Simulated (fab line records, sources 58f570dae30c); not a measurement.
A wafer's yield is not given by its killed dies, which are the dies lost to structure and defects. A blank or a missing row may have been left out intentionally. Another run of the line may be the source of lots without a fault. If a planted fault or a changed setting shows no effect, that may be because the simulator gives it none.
8D (eight disciplines) problem report, filled in by code	flow berkeley cmos170	the parts of the form that need people (team, actions taken, sign-off) are left out

== 1. THE ISSUE ==
Across 9 wafers from 3 lots, NSD_TW at UCB170_NSD_TW_MEAS_10 averages 4567, while fault-free wafers read 4192 with a standard deviation of 39. That is +9.6 standard deviations from the usual mean.
First observed at day 9 03:38: wafer L350.1, on film metro-02. At this step, 45 wafers from 15 lots have a number in the record. The rule behind "out" and "out of limits": a value lying over 4 standard deviations away from the usual mean. All remaining wafers that have a number are taken as sound.

== 2. WHAT IT IS, WHAT IT ISN'T ==
question	is	is not
which readings at this step	NSD_TW	-
which lots	L350, L351, L352	L336, L337, L339, L340, L341, L342, L343, L345, L346, L348, L349, L358
which wafers of those lots	all that have a number	-
read on which gauges	film metro-02, film metro-03	film metro-01
when	from day 9 03:38	up to then (30 sound wafers); but 6 sound wafers of L349, L358 came after

== 3. WHAT RULES OUT EACH SUSPECT ==
Counting: a tool stays on the suspect list if, at a process step up to the reading, it processed all lots that are out and no sound lot following the first of them.
- the gauge at UCB170_NSD_TW_MEAS_10: ruled out. 2 gauges (film metro-02, film metro-03) read the wafers that are out.
- implanter-02 at UCB170_NSD_IMPLANT_08: kept. Every lot that is out went through it, starting with L350 (day 9 03:23), and after that it ran no sound lot; the last sound lot it ran before then is L348 (day 8 14:10). Its own readings are out on those wafers: beam energy keV.
Left after counting: implanter-02 at UCB170_NSD_IMPLANT_08.

== 4. THE CAUSE (what the simulator had put in) ==
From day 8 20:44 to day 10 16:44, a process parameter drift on implanter-02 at UCB170_NSD_IMPLANT_08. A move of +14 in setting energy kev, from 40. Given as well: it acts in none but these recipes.
This tool alone remained once counting was done.

== 5. THE EFFECT CHAIN, in route order ==
Each row: a reading whose mean over the struck wafers that have a number lies more than 3 standard deviations from the usual. Only readings for which the record gives a usual standard deviation are gone through. hours: the time from each lot's start at the first step in this table that gives one to its start at this step, as a median over the lots. sigmas: the change in usual standard deviations.
hours	step	reading	usual	on struck wafers	change	sigmas
0	UCB170_NSD_IMPLANT_08	beam energy keV	40.000	54.011	+14.011	+99 or more
0	UCB170_NSD_STRIP_09	oes product au	0.534 a.u.	0.497	-0.037	-7.6
0	UCB170_NSD_STRIP_09	strip time to endpoint s	35.86 s	40.85	+4.99	+74
0	UCB170_NSD_TW_MEAS_10	NSD_TW	4192	4567	+375	+9.6
1	UCB170_SDANNEAL_RS_MEAS_03	NSD_RS	37.32 ohm/sq	34.25	-3.07	-32
Here are the process steps it includes:
- UCB170_NSD_IMPLANT_08
- UCB170_NSD_STRIP_09: strips in O2.

== 6. HOW IT WOULD HAVE BEEN CAUGHT EARLIER ==
Counted from the fault's start at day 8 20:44, it took 7 hours until the first out-of-limits reading at a measuring or inspecting step in this record, taken at day 9 03:38.
Tool's own readings at UCB170_NSD_IMPLANT_08, beam energy keV: out on all struck wafers the step has rows for; an alarm limit on them would have tripped on the first.
Among the 3 lots that are out, L351, L352 began UCB170_NSD_IMPLANT_08 on implanter-02 after day 9 03:38. A hold on the tool at that time would have spared those 2.
